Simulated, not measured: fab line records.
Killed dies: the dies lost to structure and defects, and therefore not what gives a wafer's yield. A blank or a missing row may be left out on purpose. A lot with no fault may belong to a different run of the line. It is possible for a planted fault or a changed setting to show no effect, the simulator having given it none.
Struck lot and sound lot, side by side | flow berkeley-cmos170 | 14 out of 331 route steps
Sound: the wafers L178.1, L178.2, L178.6. Wafers L184.1, L184.3, L184.6 were the ones struck. At the end, the cause is stated.
At each step with rows: each side's tool, then ch and its chambers, then its first start. Under that, the readings that differ: sound wafers | struck wafers | difference of the means | sigmas: that difference in standard deviations of wafers without a fault.
alike: words and numbers the same on both sides, and readings whose means are apart by under 2 such deviations; not compared: readings that were withheld, readings missing a value for some wafer, numbers with overlapping values and no deviation given by the record, and bounds like >300 which may hide the same value.
A row with sigmas, a row that says differs or no value, or rows on one side alone: a step with any of these is where the two part. Non-overlapping numbers with no deviation appear without sigmas and do not part them. Lack of a reading on every wafer of one side parts them only where that side has two or more wafers.

first, 2 steps without rows for these wafers: UCB170_NLDD_IMPLANT_08; UCB170_NLDD_IMPLANT_09.
UCB170_NLDD_STRIP_10: strips in O2.
  sound on plasma-asher-01 ch 0,1, day 8 22:39; struck on plasma-asher-01 ch 1, day 9 11:52
  alike: drypump-motor-current-A, oes-product-au, strip-time-to-endpoint-s
  not compared: rf-hours-counter-h
UCB170_NLDD_TW_MEAS_11:
  sound: film-metro-03 at day 8 22:45; struck: film-metro-02 at day 9 11:58
  alike: NLDD_TW
then, 1 step without rows for these wafers: UCB170_NLDD_CLEAN_12 (cleans in SPM, time 600 s).
UCB170_SPACER_CVD_00: deposits SiO2 from TEOS/O2, target thk 376 nm, time 47 s.
  sound on pecvd-02 ch 0,1, day 8 22:59; struck on pecvd-01 ch 0,1, day 9 12:17
  alike: heater-power-w, pressure-mtorr, rf-fwd-power-W
UCB170_SPACER_THK_MEAS_01:
  sound: film-metro-04 at day 8 23:02; struck: film-metro-01 at day 9 12:20
  alike: SPACER_TEOS_THK
then, 1 step without rows for these wafers: UCB170_SPACER_ANNEAL_02 (time 1800 s).
UCB170_SPACER_ETCHBACK_03: etches SiO2 in CHF3/CF4/Ar, stops on Si, target depth 376 nm, time 100 s.
  sound on rie-diel-04 ch 0,1, day 9 05:42; struck on rie-diel-03 ch 1,2,3, day 9 17:24
  alike: drypump-motor-current-A, oes-product-au, rf-fwd-power-W, throttle-valve-pct
  not compared: rf-hours-counter-h
then, 3 steps without rows for these wafers: UCB170_PSD_HMDS_00 (prime time 60 s); UCB170_PSD_COAT_01 (resist thk 900 nm); UCB170_PSD_SOFTBAKE_02 (time 60 s).
UCB170_PSD_EXPOSE_03: exposes mask PSELECT MOD, target cd 1200 nm.
  struck on krf-scanner-01, day 9 18:30; sound on krf-scanner-02 ch 0, day 9 06:35
  no value came back on the struck wafers for exposure-dose-mJ-cm2, focus-offset-nm (nm); on the sound wafers exposure-dose-mJ-cm2 reads 29.993 29.987 30.012
  alike: mask
then, 1 step without rows for these wafers: UCB170_PSD_PEB_04.

## WHERE THEY PART
Only at UCB170_PSD_EXPOSE_03, as far as this record shows.

WHY: whatever the simulator had introduced
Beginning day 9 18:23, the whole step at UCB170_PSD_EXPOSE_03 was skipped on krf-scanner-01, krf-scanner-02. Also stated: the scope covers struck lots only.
